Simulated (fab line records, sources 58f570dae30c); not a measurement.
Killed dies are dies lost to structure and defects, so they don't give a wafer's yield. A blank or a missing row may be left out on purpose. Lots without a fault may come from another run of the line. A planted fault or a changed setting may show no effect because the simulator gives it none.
One fault seen from 2 desks | flow berkeley_cmos170 | each desk has only its own numbers; what lay behind them comes last

THE METROLOGY DESK
What the gauges read, lot by lot, whatever tool the lot ran on: means of the sampled wafers that have a number. A lot is out of limits, marked OUT, if its mean lies more than 4 standard deviations from the usual mean; the brackets give that distance.
Columns: A = GATE_POLY_THK at UCB170_GATE_THK_MEAS_05, usual 215.4 nm
lot  | first seen here | A
L927 | day 6 00:35     | 213.4
L928 | day 6 00:37     | 215.3
L930 | day 6 13:07     | 214.0
L936 | day 8 08:50     | 109.7 (-53) OUT
L938 | day 8 08:50     | 105.1 (-55) OUT
L937 | day 8 08:53     | 108.4 (-53) OUT
L939 | day 8 16:11     | 215.2
L940 | day 8 16:11     | 218.0
L941 | day 9 00:07     | 215.1
L942 | day 9 00:07     | 215.6
L943 | day 9 00:07     | 217.6
L946 | day 10 09:06    | 214.8
L947 | day 10 09:07    | 217.1
L948 | day 10 13:59    | 214.8
L949 | day 10 21:20    | 214.7
This desk's finding: out of limits on L936, L937, L938; first on L936, day 8 08:50 (GATE_POLY_THK at UCB170_GATE_THK_MEAS_05). In limits: L927, L928, L930, L939, L940, L941, L942, L943, L946, L947, L948, L949.

THE TOOL OWNER'S DESK: lpcvd-01
The tool's own readings at UCB170_GATE_CVD_04 (deposits poly-Si from SiH4, time 1440 s, target thk 214 nm): means of the sampled wafers that have a number, for each lot that ran on this tool. A lot is out of limits, marked OUT, if its mean lies more than 4 standard deviations from the usual mean; the brackets give that distance.
Columns: A = pressure_mtorr at UCB170_GATE_CVD_04, usual 375.1 mTorr; B = sih4_flow_sccm at UCB170_GATE_CVD_04, usual 120.0 sccm; C = spike_tc_centre_C at UCB170_GATE_CVD_04, usual 612.2 C; D = zone_power_centre_pct at UCB170_GATE_CVD_04, usual 25.0 %
lot  | first seen here | A     | B                      | C     | D
L927 | day 5 23:11     | 374.8 | 120.4                  | 612.0 | 25.4
L928 | day 5 23:11     | 374.7 | 120.2                  | 613.8 | 25.5
L930 | day 6 11:43     | 375.2 | 120.3                  | 613.7 | 25.2
L936 | day 8 07:25     | 374.7 | 59.8 (-99 or more) OUT | 610.7 | 26.6
L937 | day 8 07:25     | 375.6 | 60.3 (-99 or more) OUT | 611.1 | 26.6
L938 | day 8 07:25     | 376.2 | 59.6 (-99 or more) OUT | 613.4 | 25.4
This desk's finding: out of limits on L936, L937, L938; first on L936, day 8 07:25 (sih4_flow_sccm at UCB170_GATE_CVD_04). In limits: L927, L928, L930.

PUT TOGETHER
The tool owner's desk could have raised an alarm at day 8 07:25, on L936, L937, L938.
The metrology desk could have raised an alarm at day 8 08:50, on L936, L937, L938.
Of the lots named, all ran UCB170_GATE_CVD_04 on lpcvd-01.

WHAT THE SIMULATOR HAD PUT IN
Process parameter drift: lpcvd-01, from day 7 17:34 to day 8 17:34, at UCB170_GATE_CVD_04. Setting sih4_flow_sccm, moved by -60, from 120. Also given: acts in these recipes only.
Lots struck among those shown: L936, L937, L938.
Hours from the fault's start to each desk's first reading out of limits: the tool owner's desk, 14; the metrology desk, 15.
